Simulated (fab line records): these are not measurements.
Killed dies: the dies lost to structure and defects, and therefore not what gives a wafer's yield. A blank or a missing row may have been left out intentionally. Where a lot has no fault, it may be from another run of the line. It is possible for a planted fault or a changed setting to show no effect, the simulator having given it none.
The same fault as seen by 2 desks -- flow berkeleyCmos170 -- numbers are kept per desk, each desk with only its own; the story behind them comes last

METROLOGY DESK
What the gauges read for every lot (on any tool): the sampled wafers with a number, averaged. Marked OUT: a lot whose mean sits more than 4 standard deviations from the usual mean, which makes it out of limits; the brackets give that distance.
Columns: A = cdNm at UCB170_M3_CD_MEAS_15, usual 699.9 nm; B = M3_OVL at UCB170_M3_OVL_MEAS_16, usual 2 nm
lot,first seen here,A,B
L444,day 11 09:49,703.3,-5
L446,day 12 03:23,701.2,8
L448,day 12 13:41,702.0,3
L451,day 12 22:40,699.3,13
L454,day 12 22:55,701.1,-0
L452,day 13 03:03,699.0,-2
L456,day 13 16:46,700.8,-4
Finding of this desk: none of the 7 lots has anything out of limits.

FOR THE TOOL OWNER'S DESK: rieDiel-03
The tool's own readings at UCB170_M3_ETCH_17 (etches BARC in N2/H2): means of the sampled wafers that have a number, for each lot that ran on this tool. Marked OUT: a lot whose mean sits more than 4 standard deviations from the usual mean, which makes it out of limits; the brackets give that distance.
Columns: A = drypumpMotorCurrentA at UCB170_M3_ETCH_17, usual 5.6 A; B = oesProductAu at UCB170_M3_ETCH_17, usual 0.996 a.u.; C = throttleValvePct at UCB170_M3_ETCH_17, usual 13.30 %
lot,first seen here,A,B,C
L444,day 11 09:58,6.1,1.000,13.45
L446,day 12 03:31,5.7,1.404 (+23) OUT,13.51
L448,day 12 13:49,5.7,1.399 (+22) OUT,13.18
L452,day 13 03:10,5.6,1.403 (+23) OUT,13.39
This desk's verdict: out of limits on L446, L448, L452, starting with L446 at day 12 03:31 (oesProductAu at UCB170_M3_ETCH_17). In limits: L444.

BROUGHT TOGETHER
At day 12 03:31, on L446, L448, L452, the tool owner's desk was in a position to raise an alarm.
Metrology desk: nothing out of limits seen.
The metrology desk holds a record of L446, L448, L452, inside its limits.
UCB170_M3_ETCH_17 was run on rieDiel-03 by each of the lots named.

WHAT THE SIMULATOR HAD INSERTED
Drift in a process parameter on rieDiel-03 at UCB170_M3_ETCH_17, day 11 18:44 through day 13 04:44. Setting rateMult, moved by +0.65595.
Lots struck among those shown: L446, L448, L452.
Time in hours from fault onset to the first out-of-limits reading at each desk: the tool owner's desk, 9.
